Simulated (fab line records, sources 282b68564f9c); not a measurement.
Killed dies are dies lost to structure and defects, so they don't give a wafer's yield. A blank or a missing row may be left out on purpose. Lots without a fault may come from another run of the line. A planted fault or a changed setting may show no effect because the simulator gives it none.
A struck lot beside a sound one | flow rit_cmos | 14 steps out of a route of 202
Sound: wafers L945.2, L945.4, L945.5. Struck: wafers L957.1, L957.2, L957.3. The cause comes at the end.
At each step with rows: each side's tool, then ch and its chambers, then its first start. Under that, the readings that differ: sound wafers | struck wafers | difference of the means | sigmas: that difference in standard deviations of wafers without a fault.
alike: readings whose means differ by less than 2 such deviations, and words and numbers that are the same on both sides. not compared: withheld readings, readings that some wafer has no value for, bounds like >300 that may hide the same value, and numbers for which the record gives no deviation and whose values overlap.
The two part at a step that has a row with sigmas, a row that says differs or no value, or rows on one side only. Numbers that don't overlap but have no deviation are shown without sigmas and don't part them. A reading that every wafer of one side lacks parts them only if that side has two wafers or more.

first, 3 steps without rows for these wafers: RIT_GATE_CLEAN_02 (cleans in dHF, time 30 s); RIT_GATE_CLEAN_03 (cleans in SC2, time 600 s); RIT_GATE_CLEAN_04 (cleans in dHF, time 60 s).
RIT_FOX2_THK_MEAS_91:
  sound on film_metro-02, day 3 03:53; struck on film_metro-03, day 5 17:52
  alike: FIELD_OXIDE_LEFT_2_THK
then, 2 steps without rows for these wafers: RIT_GATE_OXIDATION_05 (target thk 3 nm, ox time 270 s); RIT_GATE_ANNEAL_06 (time 600 s).
RIT_GATE_THK_MEAS_07:
  sound on film_metro-02, day 3 05:23; struck on film_metro-02, day 5 19:16
  alike: GATE_OXIDE_THK
then, 1 step without rows for these wafers: RIT_GATE_CVD_08 (deposits poly-Si from SiH4, target thk 250 nm, time 2220 s).
RIT_GATE_THK_MEAS_09:
  sound on film_metro-02, day 3 07:04; struck on film_metro-02, day 5 20:56
  alike: GATE_POLY_THK
then, 3 steps without rows for these wafers: RIT_GATE_HMDS_10 (prime time 60 s); RIT_GATE_COAT_11 (resist thk 850 nm); RIT_GATE_SOFTBAKE_12 (time 60 s).
RIT_GATE_EXPOSE_13: exposes mask M6, target cd 150 nm.
  sound on iline_stepper-02 ch 0, day 3 07:35; struck on iline_stepper-02, day 5 21:27
  no value came back on the struck wafers for exposure_dose_mJ_cm2, focus_offset_nm (nm), reticle_temp_C (C); on the sound wafers exposure_dose_mJ_cm2 reads 379.8 379.9 380.1
  alike: mask
then, 1 step without rows for these wafers: RIT_GATE_PEB_14.

WHERE THEY PART
Only at RIT_GATE_EXPOSE_13, within this record.

WHY: what the simulator had put in
Skipped step whole: iline_stepper-02, from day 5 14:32 on, at RIT_GATE_EXPOSE_13. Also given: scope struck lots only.
